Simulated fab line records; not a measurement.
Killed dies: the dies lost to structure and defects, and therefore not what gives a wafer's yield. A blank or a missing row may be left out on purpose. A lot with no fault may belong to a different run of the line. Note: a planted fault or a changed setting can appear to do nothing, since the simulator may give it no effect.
fab line records	flow ritCmos
[record] lots = 14	wafers = 42	lastDay = 7
route steps=202 shown PRETRO@70 NLDD@111 PLDD@124 M1@202
lots that met no fault: from a run of the same line without faults
startH: hours from the record's opening day to when the first of the lot's shown wafers began	waitH: how many hours have passed since the lot's step before this one	" same as the row above	L1.1+2: several wafers, shown together as one row	- no value, or no start given	* or withheld: withheld	< > ~ a bound
route shown NAME@n: a module of which the file shows steps, and the number in the route of the first	usual: the fault-free wafers' mean and standard deviation	same: alike in all rows	chamber/n: place in a boat	sites: each site's reading	_std_site: standard deviation across them	_edge_site: mean of outer sites minus mean of inner sites	radiusMm: for every site, how far away it sits from the centre of the wafer	mask NAME#n: copy n	behind: the last tool/chamber to shape the wafer	hold: what put the lot on hold/how long, in hours/how the hold closed	device: the n, p or np transistor that did not switch	end of line: the same wafers' tests at the end of the route	a step without rows: its recipe alone	killed: count of dies lost to structure and defects at first sort (not the wafer's yield)	map: dies across one wafer; x = killed, . = not, _ = none there
set.NAME: the setting that was run; set.NAME@STEP: the one run at that earlier step	model.NAME: the simulator's own value behind a step, which no gauge read
route steps across a sampled set of lots; one table per step, one row per wafer
services: when a tool's chamber went out of use (startH, in hours from the record's first day, below 0 if earlier), for how many hours, and the reason
[[steps]]
[step RIT_PRETRO_OVL_MEAS_06]
[usual] PRETRO_OVL = 0.7/1.4
lot.wafer	tool	chamber	startH	waitH	PRETRO_OVL[nm]
L778.2	overlay-02	-	33.50	-	0.5
L778.4	"	-	"	"	1.6
L778.6	"	-	"	"	2.2
L779.2	overlay-02	-	38.03	-	-1.8
L779.3	"	-	"	"	0.0
L779.5	"	-	"	"	-0.6
L781.2	overlay-02	-	46.97	-	0.7
L781.4	"	-	"	"	0.6
L781.5	"	-	"	"	1.2
L783.2	overlay-02	-	57.60	-	0.1
L783.3	"	-	"	"	0.2
L783.5	"	-	"	"	-0.4
L784.1	overlay-01	-	61.21	-	0.8
L784.2	"	-	"	"	-0.3
L784.4	"	-	"	"	1.8
L785.2	overlay-01	-	69.82	-	0.5
L785.3	"	-	"	"	-0.4
L785.6	"	-	"	"	0.0
L788.1	overlay-02	-	84.40	-	-3.0
L788.3	"	-	"	"	-0.7
L788.5	"	-	"	"	-0.1
L792.4	overlay-01	-	106.10	-	2.5
L792.5	"	-	"	"	2.1
L792.6	"	-	"	"	0.1
L796.1	overlay-02	-	122.53	-	3.1
L796.4	"	-	"	"	3.0
L796.5	"	-	"	"	2.2
L797.2	overlay-01	-	126.68	-	1.4
L797.4	"	-	"	"	-0.7
L797.5	"	-	"	"	-0.9
L798.1	overlay-01	-	133.33	-	1.7
L798.5	"	-	"	"	1.4
L798.6	"	-	"	"	2.4
L799.1	overlay-01	-	138.74	-	1.0
L799.2	"	-	"	"	0.8
L799.5	"	-	"	"	1.0
L800.1	overlay-02	-	143.31	-	4.5
L800.3	"	-	"	"	3.2
L800.6	"	-	"	"	5.0
L801.1	overlay-02	-	147.87	-	1.1
L801.5	"	-	"	"	1.1
L801.6	"	-	"	"	1.0
[step RIT_PRETRO_TW_MEAS_10]
[usual] PRETRO_TW = 476.2/2.1
lot.wafer	tool	chamber	startH	waitH	PRETRO_TW
L778.2	filmMetro-04	-	34.11	0.1	476.4
L778.4	"	-	"	"	477.8
L778.6	"	-	"	"	475.1
L779.2	filmMetro-02	-	38.65	0.1	477.6
L779.3	"	-	"	"	474.7
L779.5	"	-	"	"	476.3
L781.2	filmMetro-02	-	47.59	0.1	475.2
L781.4	"	-	"	"	478.7
L781.5	"	-	"	"	474.2
L783.2	filmMetro-04	-	58.21	0.1	475.4
L783.3	"	-	"	"	475.6
L783.5	"	-	"	"	474.3
L784.1	filmMetro-04	-	61.82	0.1	471.8
L784.2	"	-	"	"	476.2
L784.4	"	-	"	"	475.1
L785.2	filmMetro-02	-	70.44	0.1	474.3
L785.3	"	-	"	"	475.9
L785.6	"	-	"	"	477.0
L788.1	filmMetro-01	-	85.01	0.1	474.5
L788.3	"	-	"	"	474.9
L788.5	"	-	"	"	473.6
L792.4	filmMetro-04	-	106.75	0.1	476.2
L792.5	"	-	"	"	473.5
L792.6	"	-	"	"	473.6
L796.1	filmMetro-01	-	123.14	0.1	475.5
L796.4	"	-	"	"	475.7
L796.5	"	-	"	"	476.8
L797.2	filmMetro-01	-	127.30	0.1	479.0
L797.4	"	-	"	"	475.6
L797.5	"	-	"	"	477.4
L798.1	filmMetro-01	-	133.94	0.1	474.8
L798.5	"	-	"	"	474.6
L798.6	"	-	"	"	476.2
L799.1	filmMetro-02	-	139.36	0.1	476.9
L799.2	"	-	"	"	477.5
L799.5	"	-	"	"	480.2
L800.1	filmMetro-02	-	143.93	0.1	479.5
L800.3	"	-	"	"	476.5
L800.6	"	-	"	"	479.2
L801.1	filmMetro-04	-	148.48	0.1	471.8
L801.5	"	-	"	"	477.4
L801.6	"	-	"	"	478.8
[step RIT_NLDD_IMPLANT_08]
[recipe] species = P	energyKev = 20	doseCm2 = 5e+14	tiltDeg = 7
[usual] tiltDeg = 6.996/0.018
lot.wafer	tool	chamber	startH	waitH	tiltDeg
L778.2	implanter-01	0	44.36	0.1	6.986
L778.4	"	0	"	"	6.987
L778.6	"	0	"	"	6.975
L779.2	implanter-04	0	50.66	0.1	7.009
L779.3	"	0	"	"	7.047
L779.5	"	0	"	"	7.026
L781.2	implanter-04	0	57.33	0.1	6.977
L781.4	"	0	"	"	6.981
L781.5	"	0	"	"	6.992
L783.2	implanter-02	0	71.41	0.1	6.983
L783.3	"	0	"	"	6.958
L783.5	"	0	"	"	6.981
L784.1	implanter-01	0	73.30	0.1	-0.007
L784.2	"	0	"	"	-0.012
L784.4	"	0	"	"	-0.009
L785.2	implanter-01	0	82.45	0.1	-0.023
L785.3	"	0	"	"	-0.032
L785.6	"	0	"	"	0.016
L788.1	implanter-02	0	99.02	0.1	7.006
L788.3	"	0	"	"	7.003
L788.5	"	0	"	"	7.003
L792.4	implanter-04	0	117.78	0.1	6.999
L792.5	"	0	"	"	7.026
L792.6	"	0	"	"	6.983
L796.1	implanter-02	0	133.88	0.1	7.015
L796.4	"	0	"	"	7.009
L796.5	"	0	"	"	7.002
L797.2	implanter-02	0	139.16	0.1	6.988
L797.4	"	0	"	"	7.021
L797.5	"	0	"	"	7.029
L798.1	implanter-02	0	145.83	0.1	7.012
L798.5	"	0	"	"	7.015
L798.6	"	0	"	"	6.997
L799.1	implanter-04	0	150.13	0.1	6.992
L799.2	"	0	"	"	6.991
L799.5	"	0	"	"	6.997
L800.1	implanter-01	0	153.70	0.1	6.999
L800.3	"	0	"	"	6.994
L800.6	"	0	"	"	7.021
L801.1	implanter-01	0	161.16	0.1	7.012
L801.5	"	0	"	"	6.993
L801.6	"	0	"	"	6.974
[step RIT_NLDD_TW_MEAS_10]
[usual] NLDD_TW = 2479/22
lot.wafer	tool	chamber	startH	waitH	NLDD_TW
L778.2	filmMetro-02	-	44.67	0.1	2487
L778.4	"	-	"	"	2496
L778.6	"	-	"	"	2503
L779.2	filmMetro-02	-	50.97	0.1	2504
L779.3	"	-	"	"	2499
L779.5	"	-	"	"	2501
L781.2	filmMetro-03	-	57.64	0.1	2437
L781.4	"	-	"	"	2444
L781.5	"	-	"	"	2438
L783.2	filmMetro-04	-	71.72	0.1	2474
L783.3	"	-	"	"	2489
L783.5	"	-	"	"	2469
L784.1	filmMetro-04	-	73.62	0.1	2284
L784.2	"	-	"	"	2269
L784.4	"	-	"	"	2274
L785.2	filmMetro-02	-	82.76	0.1	2279
L785.3	"	-	"	"	2256
L785.6	"	-	"	"	2266
L788.1	filmMetro-04	-	99.34	0.1	2489
L788.3	"	-	"	"	2476
L788.5	"	-	"	"	2477
L792.4	filmMetro-02	-	118.06	0.1	2497
L792.5	"	-	"	"	2489
L792.6	"	-	"	"	2497
L796.1	filmMetro-04	-	134.20	0.1	2482
L796.4	"	-	"	"	2475
L796.5	"	-	"	"	2478
L797.2	filmMetro-03	-	139.47	0.1	2445
L797.4	"	-	"	"	2428
L797.5	"	-	"	"	2452
L798.1	filmMetro-03	-	146.16	0.1	2472
L798.5	"	-	"	"	2470
L798.6	"	-	"	"	2463
L799.1	filmMetro-03	-	150.46	0.1	2463
L799.2	"	-	"	"	2470
L799.5	"	-	"	"	2478
L800.1	filmMetro-04	-	154.02	0.1	2489
L800.3	"	-	"	"	2488
L800.6	"	-	"	"	2493
L801.1	filmMetro-02	-	161.48	0.1	2516
L801.5	"	-	"	"	2513
L801.6	"	-	"	"	2507
[step RIT_PLDD_TW_MEAS_10]
[usual] PLDD_TW = 2333/24
lot.wafer	tool	chamber	startH	waitH	PLDD_TW
L778.2	filmMetro-03	-	46.21	0.1	2326
L778.4	"	-	"	"	2317
L778.6	"	-	"	"	2300
L779.2	filmMetro-03	-	52.46	0.1	2315
L779.3	"	-	"	"	2309
L779.5	"	-	"	"	2317
L781.2	filmMetro-04	-	59.19	0.1	2348
L781.4	"	-	"	"	2328
L781.5	"	-	"	"	2342
L783.2	filmMetro-02	-	73.14	0.1	2356
L783.3	"	-	"	"	2365
L783.5	"	-	"	"	2350
L784.1	filmMetro-04	-	75.17	0.1	2369
L784.2	"	-	"	"	2366
L784.4	"	-	"	"	2365
L785.2	filmMetro-02	-	84.43	0.1	2370
L785.3	"	-	"	"	2371
L785.6	"	-	"	"	2357
L788.1	filmMetro-04	-	100.89	0.1	2346
L788.3	"	-	"	"	2341
L788.5	"	-	"	"	2347
L792.4	filmMetro-03	-	119.62	0.1	2318
L792.5	"	-	"	"	2325
L792.6	"	-	"	"	2324
L796.1	filmMetro-03	-	135.75	0.1	2297
L796.4	"	-	"	"	2295
L796.5	"	-	"	"	2290
L797.2	filmMetro-03	-	141.02	0.1	2303
L797.4	"	-	"	"	2291
L797.5	"	-	"	"	2306
L798.1	filmMetro-03	-	147.58	0.1	2323
L798.5	"	-	"	"	2311
L798.6	"	-	"	"	2315
L799.1	filmMetro-02	-	151.98	0.1	2359
L799.2	"	-	"	"	2366
L799.5	"	-	"	"	2372
L800.1	filmMetro-03	-	155.44	0.1	2331
L800.3	"	-	"	"	2320
L800.6	"	-	"	"	2315
L801.1	filmMetro-03	-	162.90	0.1	2322
L801.5	"	-	"	"	2319
L801.6	"	-	"	"	2342
[step RIT_SDANNEAL_RS_MEAS_07]
[recipe] thkMeasGauge = four-point-probe
[usual] NLDD_RS = 151.6/0.58
lot.wafer	tool	chamber	startH	waitH	NLDD_RS[ohm/sq]
L778.2	filmMetro-03	-	53.71	0.1	151.5
L778.4	"	-	"	"	151.5
L778.6	"	-	"	"	151.5
L779.2	filmMetro-03	-	59.30	0.1	151.8
L779.3	"	-	"	"	152.7
L779.5	"	-	"	"	151.7
L781.2	filmMetro-04	-	65.53	0.1	152.2
L781.4	"	-	"	"	152.7
L781.5	"	-	"	"	152.5
L783.2	filmMetro-04	-	79.45	0.1	152.7
L783.3	"	-	"	"	152.7
L783.5	"	-	"	"	152.6
L784.1	filmMetro-03	-	81.61	0.1	142.6
L784.2	"	-	"	"	143.4
L784.4	"	-	"	"	143.1
L785.2	filmMetro-02	-	91.07	0.1	142.2
L785.3	"	-	"	"	142.5
L785.6	"	-	"	"	142.1
L788.1	filmMetro-03	-	107.20	0.1	151.4
L788.3	"	-	"	"	151.5
L788.5	"	-	"	"	151.6
L792.4	filmMetro-02	-	126.16	0.1	151.2
L792.5	"	-	"	"	151.7
L792.6	"	-	"	"	151.5
L796.1	filmMetro-04	-	142.13	0.1	151.5
L796.4	"	-	"	"	151.6
L796.5	"	-	"	"	151.5
L797.2	filmMetro-02	-	147.46	0.1	150.8
L797.4	"	-	"	"	150.7
L797.5	"	-	"	"	151.4
L798.1	filmMetro-03	-	153.86	0.1	152.0
L798.5	"	-	"	"	151.8
L798.6	"	-	"	"	152.1
L799.1	filmMetro-03	-	158.33	0.1	151.0
L799.2	"	-	"	"	150.7
L799.5	"	-	"	"	151.0
L800.1	filmMetro-03	-	161.95	0.1	151.9
L800.3	"	-	"	"	151.3
L800.6	"	-	"	"	151.3
L801.1	filmMetro-03	-	169.55	0.1	151.6
L801.5	"	-	"	"	151.6
L801.6	"	-	"	"	150.9
[step RIT_M1_PROBE_99]
[usual] killedAtContacts = 0.1/0.3	killedAtFrontEnd = 6.9/2.9	killedDies = 7.0/2.9	killedOpen = 3.3/2	killedShort = 3.7/2
[same] grossDies = 264	killed_at_M0_to_M3 = 0	killed_at_M4_up = 0	killedAtBackSide = 0	killedAtOther = 0
lot.wafer	tool	chamber	startH	waitH	killedAtContacts	killedAtFrontEnd	killedDies	killedOpen	killedShort
L779.2	prober-02	-	66.84	0.1	0	10	10	8	2
L779.3	prober-02	-	66.89	0.2	0	5	5	4	1
L779.5	prober-02	-	66.99	0.2	0	4	4	1	3
L784.1	prober-01	-	88.48	0.1	0	8	8	4	4
L784.2	prober-01	-	88.53	0.1	0	6	6	2	4
L784.4	prober-01	-	88.63	0.2	1	12	13	10	3
L785.2	prober-02	-	98.70	0.1	0	14	14	11	3
L785.3	prober-02	-	98.75	0.2	0	4	4	0	4
L785.6	prober-02	-	98.90	0.2	0	12	12	7	5
L796.1	prober-02	-	149.33	0.1	0	3	3	2	1
L796.4	prober-02	-	149.48	0.2	0	10	10	6	4
L796.5	prober-02	-	149.53	0.2	0	9	9	5	4
// killed by level:class
L779.2 GATE:geometricParticle:open=4 FOX2:geometricParticle:open=1 REOX:geometricParticle:open=1 REOX:geometricParticle:short=1 SPACER:geometricParticle:open=1 SILICIDE:geometricParticle:short=1 SILICIDE:geometricParticle:open=1
L779.3 FOX1:geometricParticle:open=1 GATE:geometricParticle:open=1 REOX:geometricParticle:open=1 SPACER:geometricParticle:open=1 SILICIDE:geometricParticle:short=1
L779.5 SPACER:geometricParticle:short=2 GATE:geometricParticle:short=1 SPACER:geometricParticle:open=1
L784.1 GATE:geometricParticle:short=2 REOX:geometricParticle:open=2 FOX2:geometricParticle:open=1 REOX:geometricParticle:short=1 SILICIDE:geometricParticle:short=1 SILICIDE:geometricParticle:open=1
L784.2 REOX:geometricParticle:short=3 FOX1:geometricParticle:open=1 FOX1:geometricParticle:short=1 REOX:geometricParticle:open=1
L784.4 SILICIDE:geometricParticle:open=4 SPACER:geometricParticle:open=2 FOX1:geometricParticle:open=1 FOX1:geometricParticle:short=1 FOX2:geometricParticle:short=1 GATE:geometricParticle:open=1 REOX:geometricParticle:open=1 SILICIDE:geometricParticle:short=1
L785.2 GATE:geometricParticle:open=5 REOX:geometricParticle:short=3 FOX1:geometricParticle:open=2 REOX:geometricParticle:open=2 SPACER:geometricParticle:open=2
L785.3 GATE:geometricParticle:short=2 REOX:geometricParticle:short=2
L785.6 GATE:geometricParticle:open=5 GATE:geometricParticle:short=3 REOX:geometricParticle:short=2 REOX:geometricParticle:open=2
L796.1 SILICIDE:geometricParticle:open=2 GATE:geometricParticle:short=1
L796.4 FOX1:geometricParticle:short=2 GATE:geometricParticle:open=2 SPACER:geometricParticle:open=2 FOX1:geometricParticle:open=1 REOX:geometricParticle:short=1 SILICIDE:geometricParticle:open=1 SILICIDE:geometricParticle:short=1
L796.5 GATE:geometricParticle:short=3 SILICIDE:geometricParticle:open=3 GATE:geometricParticle:open=2 SILICIDE:geometricParticle:short=1
[[services]]
tool	chamber	startH	hours	kind
implanter-01	-	29.58	1.9	repair
implanter-04	-	39.91	2.6	repair
implanter-02	-	55.73	3.2	repair
implanter-04	-	59.67	3.0	repair
implanter-04	-	140.86	2.4	repair
implanter-02	-	153.94	5.0	repair
implanter-04	-	158.44	6.7	pm
[[key]]
[firstSign] step = RIT_NLDD_IMPLANT_08	reading = tiltDeg	direction = down	sigmas = 99+	usual = 6.996	struck = -0.011
[effect] step = RIT_NLDD_TW_MEAS_10	reading = NLDD_TW	direction = down	sigmas = 9.3	usual = 2479	struck = 2271
[effect] step = RIT_SDANNEAL_RS_MEAS_07	reading = NLDD_RS	direction = down	sigmas = 15	usual = 151.6	struck = 142.7
metAt RIT_NLDD_IMPLANT_08
struckLots L784,L785
testerLeftOut L784,L785
notActingAt RIT_PRETRO_OVL_MEAS_06,RIT_PRETRO_TW_MEAS_10,RIT_PLDD_TW_MEAS_10
onsetBetween 44.36 73.30
[fault] kind = processParameterDrift	tool = implanter-01	chamber = -	onsetH = 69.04	steps = RIT_NLDD_IMPLANT_08	channel = tiltDeg	offset = -7	shape = step	endH = 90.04	actsIn = theseRecipesOnly	stated = 7
// testerLeftOut: of these lots the tester's yield and bins aren't shown, on N5 and GAA mostly nor the transistor test; their killed dies are dies lost to structure and defects alone, not to doping, threshold or leakage, so they don't give the yield
